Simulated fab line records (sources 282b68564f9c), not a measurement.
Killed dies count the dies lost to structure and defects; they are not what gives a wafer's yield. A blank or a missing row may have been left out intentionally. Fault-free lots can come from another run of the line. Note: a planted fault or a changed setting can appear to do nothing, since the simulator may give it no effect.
A struck lot beside a sound one | flow rit cmos | 35 out of 202 route steps
Sound: the wafers L223.2, L223.3, L223.5. Struck: wafer L242.3 (L242.2, L242.4, from the same lot, were not struck and are left out); the cause is given at the end.
At each step with rows: each side's tool, then ch and its chambers, then its first start. Under that, the readings that differ: sound wafers | struck wafers | difference of the means | sigmas: that difference in standard deviations of wafers without a fault.
alike: same words and numbers on both sides, and readings whose means sit less than 2 such deviations apart. not compared: any withheld reading, any reading some wafer has no value for, any bound like >300 that may hide the same value, and any number with overlapping values for which the record gives no deviation.
A row with sigmas, a row that says differs or no value, or rows on one side alone: a step with any of these is where the two part. Non-overlapping numbers with no deviation appear without sigmas and do not part them. Lack of a reading on every wafer of one side parts them only where that side has two or more wafers.

RIT_CONTACT_CVD_00: deposits SiO2 from TEOS, target thk 400 nm, time 61 s.
  sound on pecvd-04 ch 0,2, day 3 18:34; struck on pecvd-03 ch 0, day 7 18:27
  alike: heater power w
RIT_CONTACT_THK_MEAS_01:
  sound on film metro-03, day 3 18:38; struck on film metro-04, day 7 18:31
  reading               | sound       | struck | difference | sigmas
  CONTACT_TEOS_THK (nm) | 399 408 411 | 395    | -11        | -2
then, 6 steps without rows for these wafers: RIT_CONTACT_HMDS_02 (prime time 60 s); RIT_CONTACT_COAT_03 (resist thk 983.7 nm); RIT_CONTACT_SOFTBAKE_04 (time 60 s); RIT_CONTACT_EXPOSE_05 (exposes mask M11, target cd 1000 nm); RIT_CONTACT_PEB_06; RIT_CONTACT_DEVELOP_07 (develop time 120 s).
RIT_CONTACT_CD_MEAS_08: target cd 1000 nm.
  sound on cd sem-01, day 3 19:48; struck on cd sem-02, day 7 19:35
  alike: cd nm
RIT_CONTACT_OVL_MEAS_09:
  sound on overlay-01, day 3 19:54; struck on overlay-01, day 7 19:41
  alike: CONTACT_OVL
then, 1 step without rows for these wafers: RIT_CONTACT_HARDBAKE_10 (time 60 s).
RIT_CONTACT_ETCH_11: etches SiO2 in CHF3/CF4/Ar, stops on TiSi2, target depth 480 nm, time 320 s.
  sound on rie diel-01 ch 0,2,3, day 3 20:05; struck on rie diel-03 ch 2, day 7 19:52
  alike: CHF3_flow_sccm, drypump motor current A, oes product au, throttle valve pct
  not compared: rf hours counter h
RIT_CONTACT_STRIP_12: strips in O2, time 180 s.
  sound on plasma asher-02 ch 1, day 3 20:17; struck on plasma asher-04 ch 1, day 7 20:04
  alike: drypump motor current A, o2 flow sccm
  not compared: rf hours counter h
RIT_CONTACT_CD_MEAS_90: target cd 1000 nm.
  sound on cd sem-01, day 3 20:28; struck on cd sem-01, day 7 20:16
  alike: cd nm
then, 2 steps without rows for these wafers: RIT_CONTACT_CLEAN_13 (cleans in SC1, time 600 s); RIT_CONTACT_CLEAN_14 (cleans in SC2, time 600 s).
RIT_M1_SPUTTER_00: material Al, target thk 400 nm, time 500 s.
  sound on pvd sputter-04, day 3 20:56; struck on pvd sputter-03, day 7 20:43
  alike: throttle valve pct
RIT_M1_RS_MEAS_01: a four-point-probe measurement.
  sound on film metro-02, day 3 21:15; struck on film metro-02, day 7 21:02
  alike: M1_AL_RS
RIT_M1_THK_MEAS_02: measures by xrf.
  sound on film metro-02, day 3 21:22; struck on film metro-02, day 7 21:09
  alike: M1_AL_THK
then, 6 steps without rows for these wafers: RIT_M1_HMDS_03 (prime time 60 s); RIT_M1_COAT_04 (resist thk 1300 nm); RIT_M1_SOFTBAKE_05 (time 60 s); RIT_M1_EXPOSE_06 (exposes mask M12, target cd 2600 nm); RIT_M1_PEB_07; RIT_M1_DEVELOP_08 (develop time 68 s).
RIT_M1_CD_MEAS_09: target cd 2600 nm.
  sound on cd sem-01, day 3 22:32; struck on cd sem-02, day 7 22:06
  reading    | sound                | struck | difference | sigmas
  cd nm (nm) | 2602.7 2604.8 2603.2 | 2597.6 | -6.0       | -3
RIT_M1_OVL_MEAS_10:
  sound on overlay-02, day 3 22:38; struck on overlay-02, day 7 22:12
  reading     | sound       | struck | difference | sigmas
  M1_OVL (nm) | 2.9 2.3 2.7 | -3.3   | -5.9       | -4
then, 1 step without rows for these wafers: RIT_M1_HARDBAKE_11 (time 120 s).
RIT_M1_METAL_ETCH_12: etches Al in Cl2/BCl3, stops on SiO2, time 165 s, target depth 600 nm.
  sound on rie metal-03 ch 0,1, day 3 22:55; struck on rie metal-02 ch 1, day 7 22:29
  alike: drypump motor current A, oes product au, throttle valve pct
  not compared: rf hours counter h
then, 1 step without rows for these wafers: RIT_M1_STRIP_13 (strips in nmp, time 600 s).
RIT_M1_STRIP_14: strips in O2, time 180 s.
  sound on plasma asher-04 ch 1, day 3 23:15; struck on plasma asher-01 ch 0, day 7 22:49
  reading             | sound          | struck | difference | sigmas
  o2 flow sccm (sccm) | 3993 3968 3987 | 4010   | +27        | +2
  alike: drypump motor current A
  not compared: rf hours counter h
RIT_M1_CD_MEAS_90: target cd 2600 nm.
  sound on cd sem-02, day 3 23:27; struck on cd sem-01, day 7 23:01
  reading    | sound                | struck | difference | sigmas
  cd nm (nm) | 2599.2 2606.5 2601.3 | 2593.4 | -8.9       | -3
then, 1 step without rows for these wafers: RIT_M1_ANNEAL_15 (time 1800 s).
RIT_M1_BOW_MEAS_16:
  sound on film metro-04, day 4 01:28; struck on film metro-02, day 8 00:38
  alike: M1_BOW
RIT_M1_PROBE_99:
  sound on prober-02, day 4 01:37; struck on prober-01, day 8 00:50
  reading            | sound  | struck | difference | sigmas
  killed at contacts | 0 0 0  | 39     | +39        | +99 or more
  killed dies        | 7 11 6 | 43     | +35        | +12
  killed on rim      | 2 3 2  | 7      | +5         | +4
  alike: killed at front end, killed open, killed short

== WHERE THEY PART ==
Last at RIT_M1_PROBE_99 as far as this record goes, first at RIT_CONTACT_THK_MEAS_01.

WHY: the cause the simulator had injected
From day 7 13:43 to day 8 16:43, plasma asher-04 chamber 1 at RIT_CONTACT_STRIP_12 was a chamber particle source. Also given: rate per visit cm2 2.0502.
